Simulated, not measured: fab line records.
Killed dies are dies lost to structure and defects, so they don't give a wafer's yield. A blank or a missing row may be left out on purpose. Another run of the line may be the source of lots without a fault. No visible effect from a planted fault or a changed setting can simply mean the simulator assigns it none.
Which tool was responsible? | flow berkeleyCmos170 | 21 wafers from 7 lots sampled at 4 of the route's 331 steps

WHAT THE GAUGES SHOWED, per wafer
UCB170_CONTACT_CD_MEAS_90 targets a cd of 700 nm.
lot  | measured     | on       | cdNm (nm)
L923 | day 8 21:59  | cdSem-02 | 699.6 700.4 700.9
L925 | day 9 14:52  | cdSem-02 | 698.8 698.2 696.7
L929 | day 9 18:24  | cdSem-02 | 700.7 699.7 700.7
L936 | day 11 10:07 | cdSem-01 | 697.6 697.2 699.0
L938 | day 11 19:53 | cdSem-01 | 701.1 701.0 700.6
L942 | day 12 07:44 | cdSem-01 | 700.0 701.3 698.1
L945 | day 13 03:22 | cdSem-01 | 698.1 696.0 698.2

TOOL THAT RAN EACH LOT (tool first, then ch and the chambers of the sampled wafers, then the start)
lot  | UCB170_ZERO_ETCH_06              | UCB170_NLDD_IMPLANT_08          | UCB170_CONTACT_RTA_08
L923 | rieDiel-02 ch 0,2,3, day 2 02:04 | implanter-01 ch 0, day 7 23:13  | rtpAnneal-02 ch 0, day 8 20:31
L925 | rieDiel-01 ch 2,3, day 2 15:47   | implanter-03 ch 0, day 8 14:17  | rtpAnneal-02 ch 0, day 9 13:24
L929 | rieDiel-01 ch 0,1, day 3 04:35   | implanter-01 ch 0, day 8 22:55  | rtpAnneal-01 ch 0, day 9 16:48
L936 | rieDiel-03 ch 0,2,3, day 4 16:16 | implanter-03 ch 0, day 10 11:59 | rtpAnneal-02 ch 0, day 11 07:56
L938 | rieDiel-01 ch 0,2,3, day 5 07:42 | implanter-03 ch 0, day 10 21:39 | rtpAnneal-02 ch 0, day 11 18:00
L942 | rieDiel-03 ch 0,1,3, day 6 04:10 | implanter-04 ch 0, day 11 12:47 | rtpAnneal-02 ch 0, day 12 06:15
L945 | rieDiel-02 ch 1,3, day 6 14:20   | implanter-04 ch 0, day 12 05:01 | rtpAnneal-01 ch 0, day 13 02:02
- UCB170_ZERO_ETCH_06: etches SiO2 in CHF3/CF4/Ar, time 12 s.
- UCB170_NLDD_IMPLANT_08
- UCB170_CONTACT_RTA_08: time 10 s.

THE ANSWER, worked out from the rows above alone
Rule: the usual values come from the lots themselves. Put in order of their means at a reading, lots are off if they are a third of the lots or fewer, leave a main group of 4 or more, and stand apart from it by a gap of 3 or more times the standard deviation of the main group's means; of several such gaps the widest counts. A main group is skipped when, at the precision printed for the reading in the tables above, its means are all equal. A lot without any number at a reading at which 4 lots or more have one is off too. All remaining lots with rows at the step are treated as sound.
No lot is off on any of the readings shown, so nothing can be concluded from this.

WHAT WAS PUT IN BY THE SIMULATOR
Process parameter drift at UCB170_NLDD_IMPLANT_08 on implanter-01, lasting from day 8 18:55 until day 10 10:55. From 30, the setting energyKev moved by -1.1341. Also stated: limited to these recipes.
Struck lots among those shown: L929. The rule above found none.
